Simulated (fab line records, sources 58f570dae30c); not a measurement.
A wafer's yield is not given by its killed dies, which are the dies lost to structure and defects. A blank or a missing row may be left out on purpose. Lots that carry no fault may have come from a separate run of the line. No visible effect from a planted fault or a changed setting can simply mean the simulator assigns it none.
2 desks looking at one fault || flow berkeley cmos170 || what lay behind the numbers comes last; until then each desk has only its own

AT THE TOOL OWNER'S DESK: rtp anneal-01
At UCB170_SILICIDE_RTA_04 (time 15 s), the tool's own readings, given per lot that ran on this tool as the mean of the sampled wafers with a number. The brackets show how far a lot's mean lies from the usual mean; more than 4 standard deviations puts the lot out of limits, marked OUT.
Columns: A = chamber o2 ppm at UCB170_SILICIDE_RTA_04, usual 1.999; B = lamp power pct at UCB170_SILICIDE_RTA_04, usual 11.0 %; C = wafer_temp_C_max at UCB170_SILICIDE_RTA_04, usual 652.6
{"lot": "L397", "first seen here": "day 8 09:45", "A": 1.982, "B": 11.7, "C": 653.0}
{"lot": "L400", "first seen here": "day 8 22:35", "A": 1.977, "B": 11.7, "C": 652.8}
{"lot": "L402", "first seen here": "day 9 15:20", "A": "62.013 (+99 or more) OUT", "B": 11.7, "C": 652.8}
{"lot": "L404", "first seen here": "day 9 15:28", "A": "62.010 (+99 or more) OUT", "B": 11.7, "C": 653.9}
{"lot": "L406", "first seen here": "day 10 10:39", "A": "61.987 (+99 or more) OUT", "B": 11.7, "C": 652.5}
This desk finds L402, L404, L406 out of limits, L402 being first, at day 9 15:20 (chamber o2 ppm at UCB170_SILICIDE_RTA_04). Within limits: L397, L400.

AT THE METROLOGY DESK
What the gauges read for every lot (on any tool): the sampled wafers with a number, averaged. The brackets show how far a lot's mean lies from the usual mean; more than 4 standard deviations puts the lot out of limits, marked OUT.
Columns: A = PSD_RS at UCB170_SDANNEAL_RS_MEAS_02, usual 75.47 ohm/sq; B = NSD_RS at UCB170_SDANNEAL_RS_MEAS_03, usual 37.26 ohm/sq; C = PLDD_RS at UCB170_SDANNEAL_RS_MEAS_04, usual 1031.0 ohm/sq; D = NLDD_RS at UCB170_SDANNEAL_RS_MEAS_05, usual 615.9 ohm/sq; E = SILICIDE_TI_RS at UCB170_SILICIDE_RS_MEAS_02, usual 26.0 ohm/sq; F = SILICIDE_TI_THK at UCB170_SILICIDE_THK_MEAS_03, usual 29.9 nm
{"lot": "L397", "first seen here": "day 8 09:00", "A": 75.65, "B": 37.28, "C": 1029.3, "D": 614.7, "E": 26.4, "F": 29.6}
{"lot": "L400", "first seen here": "day 8 21:50", "A": 75.99, "B": 37.43, "C": 1035.3, "D": 616.0, "E": 26.9, "F": 29.2}
{"lot": "L402", "first seen here": "day 9 14:35", "A": 75.41, "B": 37.24, "C": 1032.7, "D": 613.8, "E": 26.2, "F": 29.7}
{"lot": "L404", "first seen here": "day 9 14:43", "A": 76.02, "B": 37.42, "C": 1030.8, "D": 616.9, "E": 25.9, "F": 30.3}
{"lot": "L406", "first seen here": "day 10 09:54", "A": 75.59, "B": 37.30, "C": 1034.7, "D": 617.5, "E": 25.6, "F": 30.3}
{"lot": "L414", "first seen here": "day 12 06:41", "A": 75.33, "B": 37.15, "C": 1030.4, "D": 613.8, "E": 26.4, "F": 29.6}
{"lot": "L416", "first seen here": "day 12 08:47", "A": 75.46, "B": 37.36, "C": 1031.9, "D": 615.5, "E": 26.4, "F": 29.4}
Finding of this desk: none of the 7 lots has anything out of limits.

BROUGHT TOGETHER
On L402, L404, L406, at day 9 15:20, an alarm was possible from the tool owner's desk.
Nothing out of limits was seen by the metrology desk.
The metrology desk holds a record of L402, L404, L406, inside its limits.
Every lot named ran UCB170_SILICIDE_RTA_04 on rtp anneal-01.

WHAT THE SIMULATOR HAD INSERTED
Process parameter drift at UCB170_SILICIDE_RTA_04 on rtp anneal-01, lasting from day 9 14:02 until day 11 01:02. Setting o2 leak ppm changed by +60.
Shown lots that were struck: L402, L404, L406.
Each desk's first reading out of limits, in hours after the fault started: the tool owner's desk, 1.
